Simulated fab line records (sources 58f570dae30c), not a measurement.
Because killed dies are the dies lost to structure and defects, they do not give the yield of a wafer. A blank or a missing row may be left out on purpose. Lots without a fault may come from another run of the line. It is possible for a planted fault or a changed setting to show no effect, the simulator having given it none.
Struck lot and sound lot, side by side    flow berkeley cmos170    43 steps out of a route of 331
Sound: wafers L841.3, L841.5, L841.6. Struck: wafers L850.1, L850.2, L850.3. At the end, the cause is stated.
At each step with rows: each side's tool, then ch and its chambers, then its first start. Under that, the readings that differ: sound wafers    struck wafers    difference of the means    sigmas: that difference in standard deviations of wafers without a fault.
alike: words and numbers the same on both sides, and readings whose means are apart by under 2 such deviations; not compared: readings that were withheld, readings missing a value for some wafer, numbers with overlapping values and no deviation given by the record, and bounds like >300 which may hide the same value.
A row with sigmas, a row that says differs or no value, or rows on one side alone: a step with any of these is where the two part. Non-overlapping numbers with no deviation appear without sigmas and do not part them. Lack of a reading on every wafer of one side parts them only where that side has two or more wafers.

first, 6 steps without rows for these wafers: UCB170_ZERO_HMDS_00 (prime time 60 s); UCB170_ZERO_COAT_01 (resist thk 900 nm); UCB170_ZERO_SOFTBAKE_02 (time 60 s); UCB170_ZERO_EXPOSE_03 (exposes mask PM MARKS, target cd 4000 nm); UCB170_ZERO_PEB_04; UCB170_ZERO_DEVELOP_05 (develop time 45 s).
UCB170_ZERO_ETCH_06: etches SiO2 in CHF3/CF4/Ar, time 12 s.
  sound on rie diel-01 ch 0,2,3, day 2 01:36; struck on rie diel-04 ch 0,1,3, day 3 20:23
  alike: drypump motor current A, oes product au, throttle valve pct
  not compared: rf hours counter h
UCB170_ZERO_STRIP_07: strips in O2.
  sound on plasma asher-04 ch 0,1, day 2 01:40; struck on plasma asher-03 ch 0,1, day 3 20:25
reading                       sound              struck             difference  sigmas
strip time to endpoint s (s)  21.39 21.37 21.38  21.48 21.51 21.45  +0.10       +2
  alike: drypump motor current A, oes product au
  not compared: rf hours counter h
then, 2 steps without rows for these wafers: UCB170_NWELL_WET_ETCH_00 (etches SiO2 in dHF, time 200 s); UCB170_NWELL_OXIDATION_01 (target thk 26.4 nm, ox time 1260 s).
UCB170_NWELL_THK_MEAS_02:
  struck on film metro-04, day 4 01:12; sound on film metro-02, day 2 08:44
  alike: NWELL_OXIDE_THK
then, 1 step without rows for these wafers: UCB170_NWELL_ANNEAL_03 (time 900 s).
UCB170_NWELL_CVD_04: deposits Si3N4 from SiH2Cl2/NH3, target thk 224 nm, time 3360 s.
  sound on lpcvd-02 ch 1, day 2 12:12; struck on lpcvd-01 ch 1, day 4 05:46
UCB170_NWELL_THK_MEAS_05:
  struck on film metro-04, day 4 07:41; sound on film metro-02, day 2 14:09
  alike: NWELL_NITRIDE_THK
then, 6 steps without rows for these wafers: UCB170_NWELL_HMDS_06 (prime time 60 s); UCB170_NWELL_COAT_07 (resist thk 900 nm); UCB170_NWELL_SOFTBAKE_08 (time 60 s); UCB170_NWELL_EXPOSE_09 (exposes mask NWELL, target cd 3000 nm); UCB170_NWELL_PEB_10; UCB170_NWELL_DEVELOP_11 (develop time 45 s).
UCB170_NWELL_OVL_MEAS_12:
  struck on overlay-01, day 4 09:40; sound on overlay-02, day 2 15:10
  alike: NWELL_OVL
UCB170_NWELL_ETCH_13: etches Si3N4 in CH3F/Ar/O2, stops on SiO2, target depth 246.4 nm, time 154 s.
  sound on rie diel-03 ch 0,1,3, day 2 15:11; struck on rie diel-03 ch 0,1,3, day 4 09:43
  alike: drypump motor current A, oes product au, throttle valve pct
  not compared: rf hours counter h
next, for these wafers, 1 step has no rows: UCB170_NWELL_IMPLANT_14.
UCB170_NWELL_STRIP_15: strips in O2.
  sound on plasma asher-02 ch 0,1, day 2 15:29; struck on plasma asher-03 ch 0,1, day 4 09:58
  alike: drypump motor current A, oes product au, strip time to endpoint s
  not compared: rf hours counter h
UCB170_NWELL_TW_MEAS_16:
  struck on film metro-01, day 4 10:04; sound on film metro-04, day 2 15:34
  alike: NWELL_TW
then, 6 steps without rows for these wafers: UCB170_NWELL_CLEAN_17 (cleans in SPM, time 600 s); UCB170_NWELL_WET_ETCH_18 (etches Si3N4 in H3PO4, time 14400 s); UCB170_NWELL_WET_ETCH_19 (etches SiO2 in BOE, time 22 s); UCB170_PWELL_CLEAN_00 (cleans in SPM, time 600 s); UCB170_PWELL_CLEAN_01 (cleans in dHF, time 60 s); UCB170_PWELL_OXIDATION_02 (target thk 26.4 nm, ox time 1260 s).
UCB170_PWELL_THK_MEAS_03:
  struck on film metro-02, day 4 19:34; sound on film metro-02, day 3 01:20
  alike: PWELL_OXIDE_THK
then, 2 steps without rows for these wafers: UCB170_PWELL_ANNEAL_04 (time 900 s); UCB170_PWELL_CVD_05 (deposits Si3N4 from SiH2Cl2/NH3, target thk 220 nm, time 3300 s).
UCB170_PWELL_THK_MEAS_06:
  struck on film metro-01, day 5 03:07; sound on film metro-01, day 3 08:24
reading                 sound              struck             difference  sigmas
PWELL_NITRIDE_THK (nm)  223.2 224.0 222.1  219.2 219.7 218.6  -3.9        -2
then, 6 steps without rows for these wafers: UCB170_PWELL_HMDS_07 (prime time 60 s); UCB170_PWELL_COAT_08 (resist thk 900 nm); UCB170_PWELL_SOFTBAKE_09 (time 60 s); UCB170_PWELL_EXPOSE_10 (exposes mask PWELL, target cd 3000 nm); UCB170_PWELL_PEB_11; UCB170_PWELL_DEVELOP_12 (develop time 45 s).
UCB170_PWELL_OVL_MEAS_13:
  struck on overlay-01, day 5 04:51; sound on overlay-01, day 3 09:17
  alike: PWELL_OVL
-- the record jumps here: 6 days lie between the struck wafers' starts before and after (it left off in module PWELL and takes up again in module M3, whose first step shown is number 331 of the route) --
UCB170_M3_PROBE_99:
  only the struck wafers here have rows in the record (prober-01, day 10 23:15); the sound ones have none

## WHERE THEY PART
Earliest at UCB170_ZERO_STRIP_07; latest, in this record, at UCB170_M3_PROBE_99.

WHY: what had been put in by the simulator
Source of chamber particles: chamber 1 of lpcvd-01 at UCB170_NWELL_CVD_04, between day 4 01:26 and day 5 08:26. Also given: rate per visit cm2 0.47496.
